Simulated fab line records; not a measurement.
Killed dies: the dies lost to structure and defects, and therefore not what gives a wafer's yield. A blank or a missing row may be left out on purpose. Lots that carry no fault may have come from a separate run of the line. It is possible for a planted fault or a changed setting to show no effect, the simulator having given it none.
2 desks, one fault || flow rit-cmos || only its own numbers are on each desk; what lay behind them is given at the end

## METROLOGY DESK
What the gauges read for every lot (on any tool): the sampled wafers with a number, averaged. A lot is out of limits, marked OUT, if its mean lies more than 4 standard deviations from the usual mean; the brackets give that distance. It has 10 readings; the 7 that lie furthest out on some lot are the ones shown.
Columns: A = PLDD_OVL at RIT_PLDD_OVL_MEAS_06, usual -0.5 nm; B = PLDD_TW at RIT_PLDD_TW_MEAS_10, usual 2353; C = SPACER_NITRIDE_THK at RIT_SPACER_THK_MEAS_04, usual 240.7 nm; D = NSD_OVL at RIT_NSD_OVL_MEAS_06, usual -0.9 nm; E = NSD_TW at RIT_NSD_TW_MEAS_10, usual 3132; F = PSD_TW at RIT_PSD_TW_MEAS_10, usual 3423; G = PSD_RS at RIT_SDANNEAL_RS_MEAS_04, usual 115.94 ohm/sq
{"lot": "L443", "first seen here": "day 3 07:46", "A": -1.2, "B": 2342, "C": 239.8, "D": -0.5, "E": 3176, "F": 3385, "G": 115.84}
{"lot": "L449", "first seen here": "day 4 15:52", "A": -0.4, "B": 2383, "C": 236.8, "D": -0.4, "E": 3178, "F": 3406, "G": 115.61}
{"lot": "L457", "first seen here": "day 6 07:12", "A": 0.1, "B": 2332, "C": 242.0, "D": 0.9, "E": 3110, "F": 3444, "G": 116.12}
{"lot": "L458", "first seen here": "day 6 09:40", "A": -2.5, "B": 2349, "C": 241.0, "D": -0.4, "E": 3116, "F": 3400, "G": 115.89}
{"lot": "L464", "first seen here": "day 7 16:31", "A": -0.1, "B": 2377, "C": 238.9, "D": -2.0, "E": 3156, "F": 3474, "G": 116.07}
Finding of this desk: none of the 5 lots has anything out of limits.

## TOOL OWNER'S DESK, rie-diel-01
The tool's own readings at RIT_SPACER_ETCHBACK_05 (etches Si3N4 in SF6/CHF3, stops on SiO2, target depth 250 nm, time 240 s): means of the sampled wafers that have a number, for each lot that ran on this tool. A lot is out of limits, marked OUT, if its mean lies more than 4 standard deviations from the usual mean; the brackets give that distance.
Columns: A = drypump-motor-current-A at RIT_SPACER_ETCHBACK_05, usual 5.7 A; B = oes-product-au at RIT_SPACER_ETCHBACK_05, usual 0.827 a.u.; C = rf-fwd-power-W at RIT_SPACER_ETCHBACK_05, usual 249.2 W; D = throttle-valve-pct at RIT_SPACER_ETCHBACK_05, usual 10.33 %
{"lot": "L449", "first seen here": "day 4 19:52", "A": 5.2, "B": 0.814, "C": 248.5, "D": 10.35}
{"lot": "L457", "first seen here": "day 6 10:46", "A": 5.2, "B": 0.826, "C": "282.4 (+43) OUT", "D": 10.36}
This desk's verdict: out of limits on L457, starting with L457 at day 6 10:46 (rf-fwd-power-W at RIT_SPACER_ETCHBACK_05). L449 stayed within limits.

## ALL TOGETHER
The tool owner's desk could have raised an alarm at day 6 10:46, on L457.
Metrology desk: nothing out of limits seen.
The metrology desk holds a record of L457, inside its limits.
The lots listed all ran RIT_SPACER_ETCHBACK_05 on rie-diel-01.

## WHAT WAS PUT IN BY THE SIMULATOR
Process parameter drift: rie-diel-01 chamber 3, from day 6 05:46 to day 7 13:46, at RIT_SPACER_ETCHBACK_05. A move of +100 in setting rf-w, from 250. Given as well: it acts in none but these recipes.
Struck lots among those shown: L457.
Delay in hours, fault start to first out-of-limits reading, by desk: the tool owner's desk at 5.
